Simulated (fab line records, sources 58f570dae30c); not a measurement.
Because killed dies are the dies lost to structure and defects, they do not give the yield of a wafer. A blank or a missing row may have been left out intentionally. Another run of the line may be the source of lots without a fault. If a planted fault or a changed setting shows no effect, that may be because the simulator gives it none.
The same fault as seen by 2 desks / flow berkeley_cmos170 / each desk holds nothing but its own numbers, with what lay behind them at the end

## METROLOGY DESK
What the gauges read, lot by lot, whatever tool the lot ran on: means of the sampled wafers that have a number. Marked OUT: a lot whose mean sits more than 4 standard deviations from the usual mean, which makes it out of limits; the brackets give that distance.
Columns: A = cd_nm at UCB170_M1_CD_MEAS_90, usual 700.4 nm; B = cd_nm at UCB170_M2_CD_MEAS_90, usual 700.2 nm
lot=L148; first seen here=day 6 23:51; A=699.9; B=698.2
lot=L147; first seen here=day 7 04:44; A=703.2; B=698.4
lot=L149; first seen here=day 7 04:50; A=696.6; B=703.1
lot=L151; first seen here=day 7 08:29; A=699.7; B=703.3
lot=L152; first seen here=day 7 16:12; A=701.6; B=696.6
lot=L153; first seen here=day 7 16:41; A=705.0; B=705.6
lot=L155; first seen here=day 8 05:13; A=698.7; B=701.9
lot=L154; first seen here=day 8 07:14; A=702.6; B=700.8
lot=L157; first seen here=day 8 14:04; A=697.3; B=699.9
lot=L156; first seen here=day 8 14:53; A=696.9; B=699.4
lot=L159; first seen here=day 9 03:25; A=703.1; B=697.8
lot=L162; first seen here=day 9 22:38; A=690.6; B=699.5
lot=L165; first seen here=day 10 13:23; A=692.0; B=702.9
lot=L170; first seen here=day 11 17:52; A=700.1; B=698.5
This desk found nothing out of limits on any of the 14 lots.

## TOOL OWNER'S DESK, rie_metal-03
The tool's own readings at UCB170_M1_METAL_ETCH_12 (etches Al in Cl2/BCl3, stops on PSG, target depth 780 nm, time 130 s): means of the sampled wafers that have a number, for each lot that ran on this tool. Marked OUT: a lot whose mean sits more than 4 standard deviations from the usual mean, which makes it out of limits; the brackets give that distance.
Columns: A = drypump_motor_current_A at UCB170_M1_METAL_ETCH_12, usual 5.9 A; B = oes_product_au at UCB170_M1_METAL_ETCH_12, usual 0.857 a.u.; C = rf_fwd_power_W at UCB170_M1_METAL_ETCH_12, usual 596.6 W; D = throttle_valve_pct at UCB170_M1_METAL_ETCH_12, usual 24.48 %
lot=L147; first seen here=day 7 04:30; A=6.0; B=0.847; C=599.0; D=24.66
lot=L153; first seen here=day 7 16:26; A=5.9; B=0.845; C=599.6; D=24.65
lot=L154; first seen here=day 8 07:00; A=5.4; B=0.848; C=593.6; D=24.59
lot=L159; first seen here=day 9 03:00; A=5.4; B=0.846; C=596.8; D=24.59
lot=L162; first seen here=day 9 22:16; A=6.5; B=0.730 (-9.1) OUT; C=597.7; D=24.78
lot=L165; first seen here=day 10 12:58; A=6.5; B=0.728 (-9.2) OUT; C=595.6; D=24.78
This desk finds L162, L165 out of limits, L162 being first, at day 9 22:16 (oes_product_au at UCB170_M1_METAL_ETCH_12). L147, L153, L154, L159: within limits.

## BROUGHT TOGETHER
On L162, L165, at day 9 22:16, an alarm was possible from the tool owner's desk.
The metrology desk saw nothing out of limits.
The metrology desk holds a record of L162, L165, inside its limits.
All the named lots went through UCB170_M1_METAL_ETCH_12 on rie_metal-03.

## WHAT THE SIMULATOR HAD PUT IN
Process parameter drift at UCB170_M1_METAL_ETCH_12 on rie_metal-03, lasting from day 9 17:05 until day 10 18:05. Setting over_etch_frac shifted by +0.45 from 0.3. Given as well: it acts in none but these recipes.
Lots struck among those shown: L162, L165.
Each desk's first reading out of limits, in hours after the fault started: the tool owner's desk, 5.
